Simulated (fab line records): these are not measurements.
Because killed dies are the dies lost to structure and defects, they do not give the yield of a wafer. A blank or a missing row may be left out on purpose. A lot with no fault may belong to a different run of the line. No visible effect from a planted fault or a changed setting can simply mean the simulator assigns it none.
Which tool was responsible? | flow berkeleyCmos170 | Sampling: 7 lots, 21 wafers, 2 of 331 route steps

WHAT EACH GAUGE READ, for each wafer
UCB170_M2_OVL_MEAS_16.
lot  | measured     | on         | M2_OVL (nm)
L227 | day 9 02:43  | overlay-02 | -8 -3 -6
L228 | day 9 12:07  | overlay-01 | 3 -5 0
L233 | day 10 12:06 | overlay-02 | -6 -6 -4
L235 | day 10 19:03 | overlay-02 | -4 -9 -3
L239 | day 11 20:31 | overlay-01 | -2 4 5
L240 | day 12 06:52 | overlay-02 | 3 -1 -6
L245 | day 13 07:29 | overlay-01 | -9 0 -6

EACH LOT AND THE TOOL THAT RAN IT (in order: tool; ch and the chambers of the sampled wafers; start)
lot  | UCB170_M1_STRIP_13
L227 | plasmaAsher-04 ch 0,1, day 8 19:58
L228 | plasmaAsher-03 ch 0,1, day 9 04:38
L233 | plasmaAsher-04 ch 0,1, day 10 03:28
L235 | plasmaAsher-03 ch 1, day 10 12:05
L239 | plasmaAsher-04 ch 0,1, day 11 14:13
L240 | plasmaAsher-01 ch 0,1, day 12 00:05
L245 | plasmaAsher-04 ch 0,1, day 13 00:48
- UCB170_M1_STRIP_13: strips in O2.

THE ANSWER, worked out from the rows above alone
Rule: what is usual is taken from the lots themselves. Put in order of their means at a reading, lots are off if they are a third of the lots or fewer, leave a main group of 4 or more, and stand apart from it by a gap of 3 or more times the standard deviation of the main group's means; of several such gaps the widest counts. If all means in a main group match to the digits the tables above print for the reading, that group is not used. Also off: a lot with no number at a reading for which 4 or more lots have one. The other lots that the step has rows for count as sound.
Nothing can be told from this: no lot is off at any reading shown.

WHAT WAS PUT IN BY THE SIMULATOR
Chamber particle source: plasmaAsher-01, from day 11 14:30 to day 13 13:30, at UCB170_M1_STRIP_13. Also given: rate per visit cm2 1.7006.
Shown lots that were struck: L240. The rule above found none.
